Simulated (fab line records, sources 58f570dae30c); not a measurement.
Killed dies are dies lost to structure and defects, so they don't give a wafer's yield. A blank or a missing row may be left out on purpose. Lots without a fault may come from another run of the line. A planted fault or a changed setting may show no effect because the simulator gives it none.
Which tool did it? | flow berkeley_cmos170 | 14 lots, 42 wafers sampled, at 6 steps of a route of 331

WHAT THE GAUGES READ, wafer by wafer
UCB170_NLDD_TW_MEAS_11.
lot  | measured     | on            | NLDD_TW
L781 | day 6 05:43  | film_metro-01 | 2245 2214 2218
L783 | day 6 21:58  | film_metro-04 | 2195 2201 2199
L785 | day 7 08:41  | film_metro-01 | 2224 2230 2244
L786 | day 7 08:56  | film_metro-04 | 2197 2200 2201
L784 | day 7 09:26  | film_metro-01 | 2244 2240 2233
L789 | day 7 23:01  | film_metro-04 | 2209 2208 2212
L788 | day 7 23:13  | film_metro-03 | 2255 2259 2252
L795 | day 9 15:02  | film_metro-01 | 2234 2234 2233
L798 | day 10 00:29 | film_metro-03 | 2150 2143 2154
L800 | day 10 03:35 | film_metro-01 | 2248 2239 2232
L799 | day 10 03:54 | film_metro-01 | 2127 2134 2118
L801 | day 10 04:11 | film_metro-03 | 2251 2258 2256
L803 | day 10 15:02 | film_metro-03 | 2258 2267 2245
L802 | day 10 14:47 | film_metro-01 | 2244 2235 2231

UCB170_SDANNEAL_RS_MEAS_05: measures by four-point-probe.
lot  | measured     | on            | NLDD_RS (ohm/sq)
L781 | day 6 15:10  | film_metro-04 | 618.8 619.0 619.5
L783 | day 7 09:53  | film_metro-04 | 617.8 617.4 616.6
L785 | day 7 21:55  | film_metro-03 | 619.4 618.8 618.1
L786 | day 7 22:47  | film_metro-01 | 619.1 616.4 620.0
L784 | day 7 22:50  | film_metro-03 | 615.9 616.4 616.4
L789 | day 8 07:33  | film_metro-04 | 617.0 617.7 616.2
L788 | day 8 08:26  | film_metro-04 | 615.3 616.2 616.3
L795 | day 10 00:58 | film_metro-03 | 616.3 615.1 615.1
L798 | day 10 12:14 | film_metro-01 | 696.8 695.5 698.0
L800 | day 10 17:02 | film_metro-03 | 616.5 617.3 617.2
L799 | day 10 16:55 | film_metro-04 | 698.3 697.3 696.9
L801 | day 10 17:04 | film_metro-01 | 617.6 617.9 617.8
L803 | day 10 23:32 | film_metro-04 | 619.8 619.7 619.0
L802 | day 10 22:56 | film_metro-01 | 615.1 615.8 617.0

WHICH TOOL RAN EACH LOT (tool, then ch and the chambers of the sampled wafers, then the start)
lot  | UCB170_PLDD_STRIP_10                 | UCB170_NLDD_IMPLANT_08          | UCB170_NLDD_STRIP_10                 | UCB170_SPACER_ETCHBACK_03
L781 | plasma_asher-04 ch 0,1, day 6 00:11  | implanter-03 ch 0, day 6 05:19  | plasma_asher-03 ch 0,1, day 6 05:37  | rie_diel-03 ch 0,1,3, day 6 09:56
L783 | plasma_asher-04 ch 0,1, day 6 20:13  | implanter-04 ch 0, day 6 21:35  | plasma_asher-02 ch 0,1, day 6 21:51  | rie_diel-01 ch 1,2,3, day 7 04:04
L785 | plasma_asher-02 ch 0,1, day 7 06:38  | implanter-03 ch 0, day 7 08:17  | plasma_asher-01 ch 0,1, day 7 08:35  | rie_diel-03 ch 0,1,3, day 7 13:40
L786 | plasma_asher-01 ch 0,1, day 7 06:55  | implanter-04 ch 0, day 7 08:32  | plasma_asher-02 ch 0,1, day 7 08:50  | rie_diel-01 ch 0,1,3, day 7 13:40
L784 | plasma_asher-02 ch 0,1, day 7 07:13  | implanter-03 ch 0, day 7 09:04  | plasma_asher-01 ch 0,1, day 7 09:21  | rie_diel-02 ch 0,3, day 7 13:40
L789 | plasma_asher-04 ch 0,1, day 7 19:36  | implanter-03 ch 0, day 7 22:38  | plasma_asher-02 ch 0,1, day 7 22:55  | rie_diel-03 ch 0,1,2, day 8 02:21
L788 | plasma_asher-01 ch 0,1, day 7 19:46  | implanter-02 ch 0, day 7 22:49  | plasma_asher-03 ch 0,1, day 7 23:07  | rie_diel-01 ch 0,2,3, day 8 02:25
L795 | plasma_asher-02 ch 1, day 9 12:58    | implanter-02 ch 0, day 9 14:40  | plasma_asher-03 ch 1, day 9 14:56    | rie_diel-02 ch 0,2, day 9 17:54
L798 | plasma_asher-01 ch 0,1, day 9 21:40  | implanter-03 ch 0, day 10 00:05 | plasma_asher-03 ch 0,1, day 10 00:23 | rie_diel-03 ch 1,2, day 10 05:03
L800 | plasma_asher-01 ch 0,1, day 10 01:50 | implanter-02 ch 0, day 10 03:11 | plasma_asher-02 ch 0,1, day 10 03:29 | rie_diel-03 ch 0,2,3, day 10 07:41
L799 | plasma_asher-04 ch 0,1, day 10 01:55 | implanter-03 ch 0, day 10 03:30 | plasma_asher-01 ch 0,1, day 10 03:48 | rie_diel-02 ch 1,3, day 10 07:41
L801 | plasma_asher-01 ch 0,1, day 10 02:07 | implanter-04 ch 0, day 10 03:48 | plasma_asher-03 ch 0,1, day 10 04:04 | rie_diel-01 ch 0,1,2, day 10 07:41
L803 | plasma_asher-04 ch 0,1, day 10 11:56 | implanter-02 ch 0, day 10 14:38 | plasma_asher-03 ch 0,1, day 10 14:56 | rie_diel-03 ch 0,1,3, day 10 17:35
L802 | plasma_asher-02 ch 0, day 10 12:25   | implanter-04 ch 0, day 10 14:23 | plasma_asher-02 ch 0,1, day 10 14:40 | rie_diel-02 ch 0,1, day 10 17:35
- UCB170_PLDD_STRIP_10: strips in O2.
- UCB170_NLDD_IMPLANT_08
- UCB170_NLDD_STRIP_10: strips in O2.
- UCB170_SPACER_ETCHBACK_03: etches SiO2 in CHF3/CF4/Ar, stops on Si, target depth 376 nm, time 100 s.

WHAT THE TOOLS THEMSELVES READ (means of the sampled wafers that have a number; where no wafer has one, the mark that the record gives instead)
UCB170_PLDD_STRIP_10.
lot  | tool            | drypump_motor_current_A (A) | oes_product_au (a.u.) | strip_time_to_endpoint_s (s)
L781 | plasma_asher-04 | 5.90                        | 0.736                 | 21.68
L783 | plasma_asher-04 | 5.91                        | 0.734                 | 21.61
L785 | plasma_asher-02 | 5.27                        | 0.734                 | 21.69
L786 | plasma_asher-01 | 5.77                        | 0.731                 | 21.77
L784 | plasma_asher-02 | 5.26                        | 0.736                 | 21.63
L789 | plasma_asher-04 | 5.97                        | 0.737                 | 21.68
L788 | plasma_asher-01 | 5.79                        | 0.738                 | 21.59
L795 | plasma_asher-02 | 5.26                        | 0.730                 | 21.71
L798 | plasma_asher-01 | 5.66                        | 0.739                 | 21.65
L800 | plasma_asher-01 | 5.67                        | 0.736                 | 21.66
L799 | plasma_asher-04 | 5.92                        | 0.732                 | 21.77
L801 | plasma_asher-01 | 5.66                        | 0.733                 | 21.65
L803 | plasma_asher-04 | 5.92                        | 0.734                 | 21.72
L802 | plasma_asher-02 | 5.27                        | 0.734                 | 21.67

UCB170_NLDD_IMPLANT_08.
lot  | tool         | dose_ions_cm2 | faraday_current_uA
L781 | implanter-03 | 5.002e+13     | 159
L783 | implanter-04 | 4.999e+13     | 160
L785 | implanter-03 | 5.001e+13     | 158
L786 | implanter-04 | 4.998e+13     | 157
L784 | implanter-03 | 5.003e+13     | 157
L789 | implanter-03 | 5.002e+13     | 161
L788 | implanter-02 | 5.002e+13     | 159
L795 | implanter-02 | 5.006e+13     | 158
L798 | implanter-03 | 3.358e+13     | 108
L800 | implanter-02 | 5.000e+13     | 158
L799 | implanter-03 | 3.345e+13     | 106
L801 | implanter-04 | 5.004e+13     | 162
L803 | implanter-02 | 5.010e+13     | 156
L802 | implanter-04 | 5.003e+13     | 155

UCB170_NLDD_STRIP_10.
lot  | tool            | drypump_motor_current_A (A) | oes_product_au (a.u.) | strip_time_to_endpoint_s (s)
L781 | plasma_asher-03 | 5.9                         | 0.733                 | 21.62
L783 | plasma_asher-02 | 5.3                         | 0.739                 | 21.72
L785 | plasma_asher-01 | 5.7                         | 0.740                 | 21.71
L786 | plasma_asher-02 | 5.3                         | 0.730                 | 21.72
L784 | plasma_asher-01 | 5.8                         | 0.736                 | 21.62
L789 | plasma_asher-02 | 5.3                         | 0.736                 | 21.62
L788 | plasma_asher-03 | 6.0                         | 0.733                 | 21.70
L795 | plasma_asher-03 | 5.7                         | 0.735                 | 21.65
L798 | plasma_asher-03 | 5.9                         | 0.734                 | 21.63
L800 | plasma_asher-02 | 5.3                         | 0.734                 | 21.63
L799 | plasma_asher-01 | 5.7                         | 0.737                 | 21.68
L801 | plasma_asher-03 | 5.9                         | 0.735                 | 21.64
L803 | plasma_asher-03 | 5.8                         | 0.736                 | 21.68
L802 | plasma_asher-02 | 5.3                         | 0.737                 | 21.63

UCB170_SPACER_ETCHBACK_03.
lot  | tool        | CHF3_flow_sccm (sccm) | drypump_motor_current_A (A) | oes_product_au (a.u.) | throttle_valve_pct (%)
L781 | rie_diel-03 | 50.14                 | 6.2                         | 0.902                 | 6.38
L783 | rie_diel-01 | 49.98                 | 5.8                         | 0.919                 | 6.41
L785 | rie_diel-03 | 49.91                 | 6.1                         | 0.881                 | 6.38
L786 | rie_diel-01 | 49.95                 | 5.3                         | 0.917                 | 6.47
L784 | rie_diel-02 | 49.97                 | 5.2                         | 0.921                 | 6.51
L789 | rie_diel-03 | 50.02                 | 6.1                         | 0.904                 | 6.43
L788 | rie_diel-01 | 49.95                 | 5.6                         | 0.914                 | 6.38
L795 | rie_diel-02 | 50.03                 | 6.4                         | 0.908                 | 6.45
L798 | rie_diel-03 | 50.01                 | 6.1                         | 0.901                 | 6.57
L800 | rie_diel-03 | 50.05                 | 6.2                         | 0.900                 | 6.48
L799 | rie_diel-02 | 49.82                 | 5.2                         | 0.905                 | 6.36
L801 | rie_diel-01 | 50.04                 | 6.0                         | 0.909                 | 6.34
L803 | rie_diel-03 | 49.96                 | 6.1                         | 0.901                 | 6.39
L802 | rie_diel-02 | 50.04                 | 5.5                         | 0.898                 | 6.37

THE ANSWER, worked out from the rows above alone
Rule: what is usual is taken from the lots themselves. Put in order of their means at a reading, lots are off if they are a third of the lots or fewer, leave a main group of 4 or more, and stand apart from it by a gap of 3 or more times the standard deviation of the main group's means; of several such gaps the widest counts. A main group whose means are all the same, to the digits that the tables above print for the reading, isn't used. A lot without any number at a reading at which 4 lots or more have one is off too. The other lots that the step has rows for count as sound. The gauges are gone through in route order, then the tools' own readings, and for those a lot's mean is taken as printed above. The first step at which some lot is off is used, and at that step the reading that is off furthest; a lot without a number counts as furthest.
Off: L798, L799, at UCB170_SDANNEAL_RS_MEAS_05 (NLDD_RS). The main group: mean 617.4 ohm/sq, standard deviation 1.3.
A tool fits if, at a process step before that reading, it ran every lot that is off, and no sound lot after the first of them. The gauges at UCB170_SDANNEAL_RS_MEAS_05 aren't tried: what is off there is off at UCB170_NLDD_IMPLANT_08 too, on other tools, and a gauge's error can't cause that. One fits: implanter-03 at UCB170_NLDD_IMPLANT_08. Its last sound lot is L789 (day 7 22:38), its first lot that is off L798 (day 10 00:05): a fault that began between those two fits.
The tool's own readings at UCB170_NLDD_IMPLANT_08 bear it out: on the lots that are off they differ by more than 5 times the standard deviation of the sound lots' means. dose_ions_cm2 reads 3.352e+13 there against 5.002e+13 on the sound lots; faraday_current_uA reads 107 there against 158 on the sound lots.

WHAT THE SIMULATOR HAD PUT IN
Process parameter drift: implanter-03, from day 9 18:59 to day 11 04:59, at UCB170_NLDD_IMPLANT_08. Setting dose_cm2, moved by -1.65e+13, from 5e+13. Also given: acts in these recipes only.
Lots struck among those shown: L798, L799. The rule above found the same.
